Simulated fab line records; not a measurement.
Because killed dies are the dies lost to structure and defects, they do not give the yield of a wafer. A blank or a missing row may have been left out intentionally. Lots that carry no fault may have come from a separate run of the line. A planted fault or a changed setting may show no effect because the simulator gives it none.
fab line records | flow rit-cmos
record lots=14 wafers=42 last-day=7
route steps=202 shown SDANNEAL@156 SILICIDE@167 CONTACT@168 M1@202
lots with no fault: from the same line, run without faults
start-h: hours from the record's first day to the start of the lot's first wafer shown | wait-h: hours elapsed since this lot's preceding step | " as in the row above | L1.1+2: a row that stands for several wafers | - no value present, or no start provided | * or withheld: withheld | < > ~ a bound
route shown NAME@n: names a module that has steps shown in the file, with the first one's number in the route | usual: mean/standard deviation taken from wafers without a fault | same: alike in all rows | chamber/n: place in a boat | sites: the reading at each site | _std_site: standard deviation of those values | _edge_site: mean of outer sites minus mean of inner sites | radius-mm: for every site, how far away it sits from the centre of the wafer | mask NAME#n: copy n | behind: the last tool/chamber to shape the wafer | hold: why the lot went on hold/how many hours it stayed there/how the hold came to an end | device: whichever transistor did not switch (one of n, p or np) | end of line: the tests these same wafers got at the end of their route | a step given without rows: its recipe and nothing more | killed: dies lost to structure and defects at the first sort, not the wafer's yield | map: the dies of a wafer, with x for killed, . for not killed, _ for no die there
set.NAME: setting as actually run; set.NAME@STEP: the setting as run at that earlier step | model.NAME: the simulator's own value behind a step, which no gauge read
one table for each step of the route and one row for each wafer, over a sample of lots
services: when a tool's chamber went out of use (start-h, in hours from the record's first day, below 0 if earlier), for how many hours, and the reason
## steps
# step RIT_SDANNEAL_RTA_03
# recipe temp-c=1050 time-s=5 idle-temp-c=600 ramp-up-c-per-s=342 ramp-down-c-per-s=171 cool-to-c=600 ambient=N2
# usual ramp-down-c-per-s=171.00/0.032 wafer_temp_C_max=1053.6/1.2
# columns lot.wafer tool chamber start-h wait-h ramp-down-c-per-s wafer_temp_C_max
L311.1 rtp-anneal-02 0 54.98 0.0 171.00 1053.8
L311.4 " 0 " " 171.02 1053.5
L311.6 " 0 " " 170.95 1052.7
L313.1 rtp-anneal-02 0 60.37 0.0 171.00 1054.1
L313.2 " 0 " " 171.03 1053.1
L313.5 " 0 " " 170.98 1053.9
L314.2 rtp-anneal-01 0 66.62 0.0 170.97 1053.2
L314.5 " 0 " " 170.99 1052.1
L314.6 " 0 " " 170.99 1052.7
L315.2 rtp-anneal-02 0 70.25 0.0 171.01 1053.3
L315.3 " 0 " " 170.95 1052.5
L315.4 " 0 " " 171.04 1054.7
L317.2 rtp-anneal-02 0 79.80 0.0 34.22 1054.8
L317.4 " 0 " " 34.24 1054.2
L317.6 " 0 " " 34.14 1051.9
L318.1 rtp-anneal-01 0 84.16 0.0 171.02 1052.9
L318.2 " 0 " " 171.03 1053.2
L318.4 " 0 " " 170.99 1054.2
L319.1 rtp-anneal-02 0 89.93 0.0 34.16 1053.3
L319.5 " 0 " " 34.23 1053.3
L319.6 " 0 " " 34.19 1055.2
L324.2 rtp-anneal-01 0 114.87 0.0 171.00 1052.3
L324.3 " 0 " " 171.05 1052.9
L324.4 " 0 " " 171.02 1053.3
L326.1 rtp-anneal-01 0 125.30 0.0 171.00 1053.2
L326.2 " 0 " " 170.95 1053.9
L326.5 " 0 " " 170.99 1053.0
L328.3 rtp-anneal-01 0 136.72 0.0 170.95 1052.9
L328.4 " 0 " " 171.02 1056.8
L328.6 " 0 " " 170.98 1053.3
L329.3 rtp-anneal-01 0 140.83 0.0 171.01 1053.2
L329.5 " 0 " " 171.02 1056.0
L329.6 " 0 " " 171.04 1051.2
L331.1 rtp-anneal-01 0 149.58 0.0 170.99 1054.8
L331.3 " 0 " " 170.97 1054.4
L331.6 " 0 " " 170.97 1053.2
L332.2 rtp-anneal-02 0 153.85 0.0 170.96 1052.2
L332.4 " 0 " " 170.97 1054.0
L332.5 " 0 " " 171.05 1052.3
L334.2 rtp-anneal-02 0 163.83 0.0 170.92 1053.6
L334.5 " 0 " " 171.00 1055.7
L334.6 " 0 " " 171.03 1054.5
# step RIT_SILICIDE_RTA_06
# recipe temp-c=750 time-s=10 idle-temp-c=25 ramp-up-s=5 ramp-down-s=10 cool-to-c=25 ambient=N2
# usual wafer_temp_C_max=754.2/0.77
# columns lot.wafer tool chamber start-h wait-h wafer_temp_C_max
L311.1 rtp-anneal-02 0 55.97 0.0 753.1
L311.4 " 0 " " 754.6
L311.6 " 0 " " 753.9
L313.1 rtp-anneal-02 0 61.36 0.0 754.6
L313.2 " 0 " " 753.7
L313.5 " 0 " " 753.8
L314.2 rtp-anneal-01 0 67.61 0.0 755.2
L314.5 " 0 " " 754.6
L314.6 " 0 " " 753.5
L315.2 rtp-anneal-02 0 71.26 0.0 755.2
L315.3 " 0 " " 754.6
L315.4 " 0 " " 754.8
L317.2 rtp-anneal-02 0 80.79 0.0 754.4
L317.4 " 0 " " 753.1
L317.6 " 0 " " 755.8
L318.1 rtp-anneal-01 0 85.15 0.0 754.4
L318.2 " 0 " " 753.2
L318.4 " 0 " " 754.2
L319.1 rtp-anneal-02 0 90.96 0.0 753.9
L319.5 " 0 " " 754.5
L319.6 " 0 " " 755.5
L324.2 rtp-anneal-01 0 115.87 0.0 753.9
L324.3 " 0 " " 754.4
L324.4 " 0 " " 753.9
L326.1 rtp-anneal-01 0 126.35 0.0 754.3
L326.2 " 0 " " 753.2
L326.5 " 0 " " 755.0
L328.3 rtp-anneal-01 0 137.78 0.0 755.7
L328.4 " 0 " " 753.9
L328.6 " 0 " " 756.0
L329.3 rtp-anneal-01 0 141.88 0.0 755.6
L329.5 " 0 " " 755.0
L329.6 " 0 " " 754.8
L331.1 rtp-anneal-01 0 150.63 0.0 753.4
L331.3 " 0 " " 754.7
L331.6 " 0 " " 755.4
L332.2 rtp-anneal-02 0 154.84 0.0 754.4
L332.4 " 0 " " 755.2
L332.5 " 0 " " 753.4
L334.2 rtp-anneal-02 0 164.82 0.0 754.6
L334.5 " 0 " " 754.1
L334.6 " 0 " " 755.2
# step RIT_CONTACT_CVD_00
# recipe material=SiO2 target-thk-nm=400 precursor=TEOS temp-c=390 time-s=61 rf-w=400
# usual heater-power-w=299/40
# columns lot.wafer tool chamber start-h wait-h heater-power-w
L311.1 pecvd-04 2 56.04 0.1 249
L311.4 " 1 " " 378
L311.6 " 0 " " 279
L313.1 pecvd-01 2 61.43 0.1 295
L313.2 " 1 " " 269
L313.5 " 2 " " 304
L314.2 pecvd-04 2 67.67 0.0 243
L314.5 " 1 " " 309
L314.6 " 0 " " 300
L315.2 pecvd-02 0 71.31 0.0 307
L315.3 " 2 " " 325
L315.4 " 2 " " 320
L317.2 pecvd-04 2 80.85 0.0 275
L317.4 " 0 " " 304
L317.6 " 1 " " 338
L318.1 pecvd-02 0 85.22 0.1 330
L318.2 " 1 " " 319
L318.4 " 1 " " 336
L319.1 pecvd-01 1 91.02 0.1 312
L319.5 " 0 " " 252
L319.6 " 2 " " 236
L324.2 pecvd-02 1 115.92 0.0 327
L324.3 " 2 " " 278
L324.4 " 0 " " 268
L326.1 pecvd-04 0 126.48 0.1 293
L326.2 " 1 " " 385
L326.5 " 2 " " 301
L328.3 pecvd-01 0 137.87 0.1 274
L328.4 " 2 " " 320
L328.6 " 0 " " 207
L329.3 pecvd-04 2 141.97 0.1 315
L329.5 " 1 " " 322
L329.6 " 0 " " 258
L331.1 pecvd-01 0 150.77 0.1 225
L331.3 " 0 " " 235
L331.6 " 0 " " 252
L332.2 pecvd-04 0 154.90 0.0 232
L332.4 " 2 " " 276
L332.5 " 0 " " 237
L334.2 pecvd-01 2 164.87 0.0 317
L334.5 " 0 " " 278
L334.6 " 1 " " 302
# step RIT_CONTACT_THK_MEAS_01
# recipe reads=SiO2_of_CONTACT_CVD_00
# usual CONTACT_TEOS_THK=399/5.2
# columns lot.wafer tool chamber start-h wait-h CONTACT_TEOS_THK[nm]
L311.1 film-metro-02 - 56.09 0.0 394
L311.4 " - " " 404
L311.6 " - " " 402
L313.1 film-metro-03 - 61.48 0.0 395
L313.2 " - " " 398
L313.5 " - " " 405
L314.2 film-metro-03 - 67.73 0.0 391
L314.5 " - " " 397
L314.6 " - " " 393
L315.2 film-metro-03 - 71.37 0.0 398
L315.3 " - " " 404
L315.4 " - " " 404
L317.2 film-metro-04 - 80.91 0.0 391
L317.4 " - " " 398
L317.6 " - " " 401
L318.1 film-metro-02 - 85.27 0.0 402
L318.2 " - " " 397
L318.4 " - " " 404
L319.1 film-metro-04 - 91.07 0.0 395
L319.5 " - " " 407
L319.6 " - " " 402
L324.2 film-metro-04 - 115.98 0.0 394
L324.3 " - " " 397
L324.4 " - " " 401
L326.1 film-metro-02 - 126.53 0.0 388
L326.2 " - " " 389
L326.5 " - " " 394
L328.3 film-metro-03 - 137.94 0.0 401
L328.4 " - " " 402
L328.6 " - " " 408
L329.3 film-metro-04 - 142.04 0.0 397
L329.5 " - " " 402
L329.6 " - " " 399
L331.1 film-metro-02 - 150.84 0.1 400
L331.3 " - " " 407
L331.6 " - " " 407
L332.2 film-metro-03 - 154.96 0.0 393
L332.4 " - " " 397
L332.5 " - " " 405
L334.2 film-metro-04 - 164.93 0.0 395
L334.5 " - " " 400
L334.6 " - " " 401
# step RIT_M1_PROBE_99
# usual killed_at_M0_to_M3=0.0/0.083 killed-at-contacts=0.1/0.27 killed-at-front-end=6.1/2.9 killed-dies=6.2/2.9 killed-open=3.2/1.9 killed-short=3/1.9
# same gross-dies=264 killed_at_M4_up=0 killed-at-back-side=0 killed-at-other=0
# columns lot.wafer tool chamber start-h wait-h killed_at_M0_to_M3 killed-at-contacts killed-at-front-end killed-dies killed-open killed-short
L311.1 prober-02 - 62.46 0.1 0 0 5 5 3 2
L311.4 prober-02 - 62.61 0.2 0 0 7 7 6 1
L311.6 prober-02 - 62.71 0.2 0 0 5 5 0 5
L313.1 prober-02 - 68.37 0.1 0 0 8 8 3 5
L313.2 prober-02 - 68.42 0.1 0 0 6 6 3 3
L313.5 prober-02 - 68.57 0.2 0 0 10 10 7 3
L314.2 prober-01 - 75.11 0.1 0 1 10 11 7 4
L314.5 prober-01 - 75.26 0.2 0 0 8 8 5 3
L314.6 prober-01 - 75.31 0.2 0 0 12 12 5 7
L315.2 prober-02 - 77.73 0.1 0 0 10 10 6 4
L315.3 prober-02 - 77.78 0.2 0 0 3 3 1 2
L315.4 prober-02 - 77.83 0.2 0 0 4 4 3 1
L317.2 prober-01 - 88.72 0.1 0 0 7 7 6 1
L317.4 prober-01 - 88.82 0.2 0 0 3 3 1 2
L317.6 prober-01 - 88.92 0.2 1 0 7 8 3 5
L318.1 prober-02 - 91.63 0.1 0 0 8 8 6 2
L318.2 prober-02 - 91.68 0.1 0 0 10 10 4 6
L318.4 prober-02 - 91.78 0.2 0 0 3 3 2 1
L319.1 prober-01 - 97.54 0.1 0 0 7 7 2 5
L319.5 prober-01 - 97.74 0.2 0 0 4 4 3 1
L319.6 prober-01 - 97.79 0.2 0 0 2 2 2 0
L324.2 prober-01 - 122.66 0.1 0 0 8 8 2 6
L324.3 prober-01 - 122.71 0.2 0 0 6 6 4 2
L324.4 prober-01 - 122.76 0.2 0 0 12 12 5 7
L326.1 prober-01 - 133.34 0.1 0 0 9 9 3 6
L326.2 prober-01 - 133.39 0.1 0 0 5 5 1 4
L326.5 prober-01 - 133.54 0.2 0 0 7 7 3 4
L328.3 prober-01 - 144.49 0.2 0 0 0 0 0 0
L328.4 prober-01 - 144.54 0.2 0 0 7 7 5 2
L328.6 prober-01 - 144.64 0.2 0 0 6 6 3 3
L329.3 prober-02 - 148.54 0.2 0 0 7 7 3 4
L329.5 prober-02 - 148.64 0.2 0 0 2 2 1 1
L329.6 prober-02 - 148.69 0.2 0 0 7 7 4 3
L331.1 prober-02 - 158.67 0.1 0 0 12 12 5 7
L331.3 prober-02 - 158.77 0.2 0 0 2 2 1 1
L331.6 prober-02 - 158.92 0.2 0 0 3 3 2 1
L332.2 prober-01 - 161.58 0.1 0 0 7 7 2 5
L332.4 prober-01 - 161.68 0.2 0 0 12 12 5 7
L332.5 prober-01 - 161.73 0.2 0 0 8 8 3 5
L334.2 prober-01 - 174.28 0.1 0 0 5 5 3 2
L334.5 prober-01 - 174.43 0.2 0 0 6 6 5 1
L334.6 prober-01 - 174.48 0.2 0 0 7 7 4 3
# killed by level:class
L311.1 SPACER:geometric-particle:open=2 FOX1:geometric-particle:short=1 GATE:geometric-particle:short=1 GATE:geometric-particle:open=1
L311.4 SPACER:geometric-particle:open=3 GATE:geometric-particle:short=1 GATE:geometric-particle:open=1 REOX:geometric-particle:open=1 SILICIDE:geometric-particle:open=1
L311.6 GATE:geometric-particle:short=3 FOX2:geometric-particle:short=1 REOX:geometric-particle:short=1
L313.1 GATE:geometric-particle:short=3 GATE:geometric-particle:open=2 FOX2:geometric-particle:open=1 REOX:geometric-particle:short=1 SPACER:geometric-particle:short=1
L313.2 GATE:geometric-particle:short=2 FOX1:geometric-particle:open=1 FOX1:geometric-particle:short=1 SPACER:geometric-particle:open=1 SILICIDE:geometric-particle:open=1
L313.5 GATE:geometric-particle:open=5 FOX1:geometric-particle:short=2 FOX1:geometric-particle:open=1 SPACER:geometric-particle:open=1 SILICIDE:geometric-particle:short=1
L314.2 GATE:geometric-particle:short=4 FOX1:geometric-particle:open=3 GATE:geometric-particle:open=2 REOX:geometric-particle:open=1 CONTACT:geometric-particle:open=1
L314.5 GATE:geometric-particle:open=3 GATE:geometric-particle:short=2 FOX1:geometric-particle:open=1 REOX:geometric-particle:short=1 SPACER:geometric-particle:open=1
L314.6 GATE:geometric-particle:open=3 FOX1:geometric-particle:short=2 GATE:geometric-particle:short=2 SILICIDE:geometric-particle:open=2 FOX2:geometric-particle:short=1 SPACER:geometric-particle:short=1 SILICIDE:geometric-particle:short=1
L315.2 REOX:geometric-particle:short=2 GATE:geometric-particle:open=2 FOX2:geometric-particle:open=1 FOX2:geometric-particle:short=1 REOX:geometric-particle:open=1 SPACER:geometric-particle:short=1 SPACER:geometric-particle:open=1 SILICIDE:geometric-particle:open=1
L315.3 FOX2:geometric-particle:open=1 SPACER:geometric-particle:short=1 STARTING-WAFER:geometric-particle:short=1
L315.4 FOX2:geometric-particle:open=1 GATE:geometric-particle:open=1 GATE:geometric-particle:short=1 SILICIDE:geometric-particle:open=1
L317.2 REOX:geometric-particle:open=2 SPACER:geometric-particle:open=2 FOX1:geometric-particle:short=1 FOX1:geometric-particle:open=1 GATE:geometric-particle:open=1
L317.4 REOX:geometric-particle:short=2 GATE:geometric-particle:open=1
L317.6 FOX1:geometric-particle:open=1 FOX1:geometric-particle:short=1 GATE:geometric-particle:open=1 GATE:geometric-particle:short=1 REOX:geometric-particle:short=1 SILICIDE:geometric-particle:short=1 M1:geometric-particle:short=1 STARTING-WAFER:geometric-particle:open=1
L318.1 FOX2:geometric-particle:open=2 GATE:geometric-particle:short=2 FOX1:geometric-particle:open=1 GATE:geometric-particle:open=1 REOX:geometric-particle:open=1 SPACER:geometric-particle:open=1
L318.2 GATE:geometric-particle:open=4 GATE:geometric-particle:short=2 SILICIDE:geometric-particle:short=2 REOX:geometric-particle:short=1 SPACER:geometric-particle:short=1
L318.4 FOX2:geometric-particle:open=1 GATE:geometric-particle:open=1 REOX:geometric-particle:short=1
L319.1 REOX:geometric-particle:short=2 FOX1:geometric-particle:short=1 FOX1:geometric-particle:open=1 FOX2:geometric-particle:short=1 SILICIDE:geometric-particle:open=1 SILICIDE:geometric-particle:short=1
L319.5 SILICIDE:geometric-particle:open=3 GATE:geometric-particle:short=1
L319.6 GATE:geometric-particle:open=1 SILICIDE:geometric-particle:open=1
L324.2 GATE:geometric-particle:short=2 SPACER:geometric-particle:short=2 FOX1:geometric-particle:open=1 FOX1:geometric-particle:short=1 FOX2:geometric-particle:open=1 FOX2:geometric-particle:short=1
L324.3 FOX1:geometric-particle:open=2 FOX1:geometric-particle:short=1 GATE:geometric-particle:open=1 GATE:geometric-particle:short=1 SILICIDE:geometric-particle:open=1
L324.4 FOX1:geometric-particle:short=2 FOX2:geometric-particle:short=2 FOX1:geometric-particle:open=1 GATE:geometric-particle:open=1 GATE:geometric-particle:short=1 REOX:geometric-particle:open=1 SPACER:geometric-particle:open=1 SPACER:geometric-particle:short=1
L326.1 GATE:geometric-particle:short=4 REOX:geometric-particle:short=2 FOX1:geometric-particle:open=1 GATE:geometric-particle:open=1 SILICIDE:geometric-particle:open=1
L326.2 FOX1:geometric-particle:short=2 FOX1:geometric-particle:open=1 GATE:geometric-particle:short=1 REOX:geometric-particle:short=1
L326.5 FOX1:geometric-particle:short=2 FOX2:geometric-particle:open=1 REOX:geometric-particle:short=1 REOX:geometric-particle:open=1 SPACER:geometric-particle:open=1 SILICIDE:geometric-particle:short=1
L328.3
L328.4 GATE:geometric-particle:open=4 SILICIDE:geometric-particle:short=2 SILICIDE:geometric-particle:open=1
L328.6 FOX1:geometric-particle:short=2 GATE:geometric-particle:open=2 GATE:geometric-particle:short=1 SPACER:geometric-particle:open=1
L329.3 FOX1:geometric-particle:short=1 FOX2:geometric-particle:open=1 FOX2:geometric-particle:short=1 GATE:geometric-particle:open=1 GATE:geometric-particle:short=1 SPACER:geometric-particle:short=1 SILICIDE:geometric-particle:open=1
L329.5 REOX:geometric-particle:open=1 SPACER:geometric-particle:short=1
L329.6 GATE:geometric-particle:short=2 FOX1:geometric-particle:open=1 GATE:geometric-particle:open=1 REOX:geometric-particle:open=1 REOX:geometric-particle:short=1 SILICIDE:geometric-particle:open=1
L331.1 GATE:geometric-particle:short=2 REOX:geometric-particle:open=2 REOX:geometric-particle:short=2 FOX1:geometric-particle:short=1 FOX2:geometric-particle:short=1 GATE:geometric-particle:open=1 SPACER:geometric-particle:open=1 SPACER:geometric-particle:short=1
L331.3 SPACER:geometric-particle:short=1 SILICIDE:geometric-particle:open=1
L331.6 GATE:geometric-particle:open=2 REOX:geometric-particle:short=1
L332.2 GATE:geometric-particle:short=2 REOX:geometric-particle:short=2 FOX1:geometric-particle:open=1 GATE:geometric-particle:open=1 SPACER:geometric-particle:short=1
L332.4 GATE:geometric-particle:short=5 GATE:geometric-particle:open=3 REOX:geometric-particle:open=2 FOX1:geometric-particle:short=1 SPACER:geometric-particle:short=1
L332.5 GATE:geometric-particle:short=2 REOX:geometric-particle:short=2 FOX2:geometric-particle:open=1 FOX2:geometric-particle:short=1 REOX:geometric-particle:open=1 SILICIDE:geometric-particle:open=1
L334.2 GATE:geometric-particle:short=2 GATE:geometric-particle:open=2 FOX1:geometric-particle:open=1
L334.5 GATE:geometric-particle:open=2 SPACER:geometric-particle:open=2 FOX1:geometric-particle:open=1 GATE:geometric-particle:short=1
L334.6 SPACER:geometric-particle:open=2 FOX2:geometric-particle:short=1 GATE:geometric-particle:open=1 GATE:geometric-particle:short=1 REOX:geometric-particle:open=1 SILICIDE:geometric-particle:short=1
## services
# columns tool chamber start-h hours kind
pecvd-02 - 48.64 0.9 repair
rtp-anneal-01 - 127.12 3.8 pm
pecvd-01 - 133.17 1.6 repair
pecvd-04 - 135.60 0.6 repair
pecvd-01 2 140.17 16.1 repair
## key
first-sign step=RIT_SDANNEAL_RTA_03 reading=ramp-down-c-per-s direction=down sigmas=99+ usual=171.00 struck=34.20
effect none on later readings
met-at RIT_SDANNEAL_RTA_03
struck-lots L317,L319
tester-left-out L317,L319
not-acting-at RIT_SILICIDE_RTA_06,RIT_CONTACT_CVD_00,RIT_CONTACT_THK_MEAS_01
onset-between 70.25 79.80
fault kind=process-parameter-drift tool=rtp-anneal-02 chamber=- onset-h=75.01 steps=RIT_SDANNEAL_RTA_03 channel=ramp-down-c-per-s offset=-136.8 shape=step end-h=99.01 stated=171
# tester-left-out: of these lots the tester's yield and bins aren't shown, on N5 and GAA mostly nor the transistor test; their killed dies are dies lost to structure and defects alone, not to doping, threshold or leakage, so they don't give the yield
